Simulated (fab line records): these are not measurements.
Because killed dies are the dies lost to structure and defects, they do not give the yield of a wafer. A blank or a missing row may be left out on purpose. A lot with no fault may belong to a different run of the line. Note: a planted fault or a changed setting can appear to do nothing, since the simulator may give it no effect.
What tool caused it?	flow berkeley cmos170	42 wafers sampled from 14 lots at 1 step of a route of 331

== WHAT THE GAUGES READ, wafer by wafer ==
No reading from a measuring or inspecting step in the record can be judged against a usual standard deviation.

== WHICH TOOL RAN EACH LOT (tool, then ch and the chambers of the sampled wafers, then the start) ==
lot	UCB170_PSD_DEVELOP_05
L960	litho track-02 ch 0, day 8 02:00
L961	litho track-01 ch 0, day 8 03:00
L962	litho track-04 ch 0, day 8 10:00
L964	litho track-04 ch 0, day 9 04:00
L966	litho track-04 ch 0, day 9 11:00
L970	litho track-02, day 9 19:00
L968	litho track-04, day 9 20:00
L974	litho track-04 ch 0, day 10 18:00
L973	litho track-01 ch 0, day 10 18:00
L978	litho track-04 ch 0, day 11 21:00
L980	litho track-04 ch 0, day 11 21:00
L979	litho track-04 ch 0, day 12 04:00
L981	litho track-01 ch 0, day 12 04:00
L977	litho track-02 ch 0, day 12 04:00
- UCB170_PSD_DEVELOP_05: develop time 45 s.

== WHAT THE TOOLS THEMSELVES READ (means of the sampled wafers that have a number; where no wafer has one, the mark that the record gives instead) ==
UCB170_PSD_DEVELOP_05.
lot	tool	chill plate temp C (C)
L960	litho track-02	23.12
L961	litho track-01	23.01
L962	litho track-04	22.82
L964	litho track-04	22.93
L966	litho track-04	23.03
L970	litho track-02	-
L968	litho track-04	-
L974	litho track-04	23.01
L973	litho track-01	23.22
L978	litho track-04	23.05
L980	litho track-04	23.03
L979	litho track-04	23.01
L981	litho track-01	23.01
L977	litho track-02	23.08

== THE ANSWER, worked out from the rows above alone ==
Rule: usual is defined by the lots themselves. Put in order of their means at a reading, lots are off if they are a third of the lots or fewer, leave a main group of 4 or more, and stand apart from it by a gap of 3 or more times the standard deviation of the main group's means; of several such gaps the widest counts. A main group whose means are all the same, to the digits that the tables above print for the reading, isn't used. A lot without any number at a reading at which 4 lots or more have one is off too. All remaining lots with rows at the step are treated as sound. After the gauges, taken in route order, come the tools' own readings; for these a lot's mean is taken, as printed above. The first step at which some lot is off is used, and at that step the reading that is off furthest; a lot without a number counts as furthest.
Off, at UCB170_PSD_DEVELOP_05 on chill plate temp C: L970, L968. Without a number there: L970, L968. Main group: mean 23.03 C, sd 0.092.
If a tool, at that step or one of the process steps before it, ran each lot that is off and ran no sound lot following the first of them, it fits. None of those tried fits.

== WHAT THE SIMULATOR HAD PUT IN ==
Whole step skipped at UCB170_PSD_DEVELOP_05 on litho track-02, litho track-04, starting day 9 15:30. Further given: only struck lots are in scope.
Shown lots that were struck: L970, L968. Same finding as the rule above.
